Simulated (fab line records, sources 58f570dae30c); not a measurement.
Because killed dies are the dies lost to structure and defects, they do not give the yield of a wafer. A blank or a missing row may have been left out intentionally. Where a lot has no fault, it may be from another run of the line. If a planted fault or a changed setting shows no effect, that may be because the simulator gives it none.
The tool behind it: which one?    flow berkeley_cmos170    13 lots with 39 wafers sampled at 5 steps, on a route of 331 steps

## WHAT THE GAUGES SHOWED, per wafer
UCB170_FIELD_THK_MEAS_90.
lot   measured     on             FIELD_OXIDE_LEFT_1_THK (nm)
L993  day 5 09:46  film_metro-04  460 451 450
L994  day 5 06:52  film_metro-01  442 438 441
L995  day 5 09:49  film_metro-04  465 464 467
L997  day 5 21:07  film_metro-03  426 431 410
L100  day 6 12:29  film_metro-03  435 443 434
L103  day 7 05:20  film_metro-03  436 430 449
L104  day 7 15:49  film_metro-03  433 433 430
L106  day 7 18:47  film_metro-01  450 452 458
L107  day 7 18:47  film_metro-04  441 442 438
L109  day 8 13:32  film_metro-03  442 439 443
L112  day 9 15:27  film_metro-01  439 426 432
L113  day 9 15:05  film_metro-01  424 415 419
L115  day 9 15:10  film_metro-04  430 445 439

UCB170_SPACER_THK_MEAS_01.
lot   measured      on             SPACER_TEOS_THK (nm)
L993  day 7 03:47   film_metro-03  376 372 376
L994  day 6 18:08   film_metro-04  366 377 380
L995  day 7 01:35   film_metro-02  373 374 381
L997  day 7 15:53   film_metro-03  372 372 376
L100  day 7 22:40   film_metro-04  371 367 378
L103  day 9 00:01   film_metro-03  370 378 372
L104  day 9 09:38   film_metro-03  371 382 380
L106  day 9 09:27   film_metro-04  373 375 379
L107  day 9 10:02   film_metro-03  377 373 381
L109  day 9 23:58   film_metro-03  370 371 378
L112  day 10 18:19  film_metro-04  394 395 373
L113  day 10 19:29  film_metro-03  373 375 382
L115  day 10 19:35  film_metro-02  367 372 373

UCB170_M1_THK_MEAS_02: measures by xrf.
lot   measured      on             M1_AL_THK (nm)
L993  day 7 20:47   film_metro-01  622 620 625
L994  day 7 11:02   film_metro-02  624 626 610
L995  day 7 14:56   film_metro-02  615 619 611
L997  day 8 08:59   film_metro-02  601 611 607
L100  day 8 19:24   film_metro-02  616 614 618
L103  day 9 13:46   film_metro-03  632 630 629
L104  day 10 03:30  film_metro-03  626 629 630
L106  day 10 03:46  film_metro-01  601 620 605
L107  day 10 04:44  film_metro-02  625 630 627
L109  day 10 14:07  film_metro-02  599 600 592
L112  day 11 14:49  film_metro-03  634 622 629
L113  day 11 14:59  film_metro-01  610 611 604
L115  day 11 10:39  film_metro-03  628 620 625

## TOOL THAT RAN EACH LOT (tool first, then ch and the chambers of the sampled wafers, then the start)
lot   UCB170_PWELL_ETCH_14               UCB170_SPACER_CVD_00
L993  rie_diel-04 ch 0,1, day 3 08:29    pecvd-01 ch 0,1, day 7 03:44
L994  rie_diel-03 ch 0,2,3, day 3 08:51  pecvd-01 ch 0,2, day 6 18:06
L995  rie_diel-02 ch 1,2,3, day 3 08:53  pecvd-02 ch 0,2, day 7 01:32
L997  rie_diel-04 ch 1,2, day 4 06:07    pecvd-04 ch 0,1,2, day 7 15:50
L100  rie_diel-04 ch 0,1, day 4 13:00    pecvd-01 ch 0,1,2, day 7 22:37
L103  rie_diel-02 ch 0,1,3, day 5 07:52  pecvd-01 ch 0,1,2, day 8 23:57
L104  rie_diel-04 ch 1,2, day 5 11:12    pecvd-04 ch 0,1,2, day 9 09:35
L106  rie_diel-02 ch 1,2,3, day 5 16:41  pecvd-02 ch 0,1, day 9 09:24
L107  rie_diel-02 ch 0,2,3, day 5 22:16  pecvd-02 ch 0,1, day 9 09:59
L109  rie_diel-02 ch 0,1, day 6 17:56    pecvd-01 ch 0,2, day 9 23:55
L112  rie_diel-04 ch 1,3, day 7 15:51    pecvd-01 ch 0,2, day 10 18:16
L113  rie_diel-04 ch 0,1,2, day 7 18:49  pecvd-04 ch 0,1,2, day 10 19:26
L115  rie_diel-04 ch 0,1, day 8 01:11    pecvd-02 ch 1,2, day 10 19:31
- UCB170_PWELL_ETCH_14: etches Si3N4 in CH3F/Ar/O2, stops on SiO2, target depth 242 nm, time 151 s.
- UCB170_SPACER_CVD_00: deposits SiO2 from TEOS/O2, target thk 376 nm, time 47 s.

## AS READ BY THE TOOLS THEMSELVES (means over the sampled wafers that have a number; for cases with no such wafer, the mark the record gives instead)
UCB170_PWELL_ETCH_14.
lot   tool         drypump_motor_current_A (A)  oes_product_au (a.u.)  throttle_valve_pct (%)
L993  rie_diel-04  5.5                          0.914                  8.03
L994  rie_diel-03  5.9                          0.950                  8.04
L995  rie_diel-02  5.7                          0.932                  8.17
L997  rie_diel-04  5.9                          0.921                  8.09
L100  rie_diel-04  5.5                          0.927                  8.04
L103  rie_diel-02  6.0                          0.920                  8.11
L104  rie_diel-04  5.9                          0.929                  8.12
L106  rie_diel-02  5.7                          0.915                  8.17
L107  rie_diel-02  5.9                          0.936                  8.12
L109  rie_diel-02  6.1                          0.914                  8.16
L112  rie_diel-04  5.4                          0.941                  7.94
L113  rie_diel-04  5.6                          0.925                  8.08
L115  rie_diel-04  5.4                          0.917                  8.03

UCB170_SPACER_CVD_00.
lot   tool      heater_power_w (W)  pressure_mtorr (mTorr)
L993  pecvd-01  363                 9008
L994  pecvd-01  312                 8983
L995  pecvd-02  308                 9011
L997  pecvd-04  257                 9009
L100  pecvd-01  294                 9008
L103  pecvd-01  240                 9009
L104  pecvd-04  308                 9004
L106  pecvd-02  285                 9012
L107  pecvd-02  312                 9002
L109  pecvd-01  306                 8971
L112  pecvd-01  335                 9004
L113  pecvd-04  294                 8989
L115  pecvd-02  274                 9000

## THE ANSWER, worked out from the rows above alone
Rule: the usual values come from the lots themselves. Put in order of their means at a reading, lots are off if they are a third of the lots or fewer, leave a main group of 4 or more, and stand apart from it by a gap of 3 or more times the standard deviation of the main group's means; of several such gaps the widest counts. If all means in a main group match to the digits the tables above print for the reading, that group is not used. Also off: a lot with no number at a reading for which 4 or more lots have one. The other lots that the step has rows for count as sound. After the gauges, taken in route order, come the tools' own readings; for these a lot's mean is taken, as printed above. At the first step where some lot is off, the reading lying furthest off is the one used; lots without a number count as furthest.
Off: L112, at UCB170_SPACER_THK_MEAS_01 (SPACER_TEOS_THK). For the main group the mean is 375 nm and the standard deviation 2.1.
A tool fits if, at a process step before that reading, it ran every lot that is off, and no sound lot after the first of them. Those tools and the gauges at UCB170_SPACER_THK_MEAS_01 are tried in the same way. Can't be told from this: 2 tools fit, pecvd-01 at UCB170_SPACER_CVD_00, film_metro-04 at UCB170_SPACER_THK_MEAS_01.

## WHAT THE SIMULATOR HAD INSERTED
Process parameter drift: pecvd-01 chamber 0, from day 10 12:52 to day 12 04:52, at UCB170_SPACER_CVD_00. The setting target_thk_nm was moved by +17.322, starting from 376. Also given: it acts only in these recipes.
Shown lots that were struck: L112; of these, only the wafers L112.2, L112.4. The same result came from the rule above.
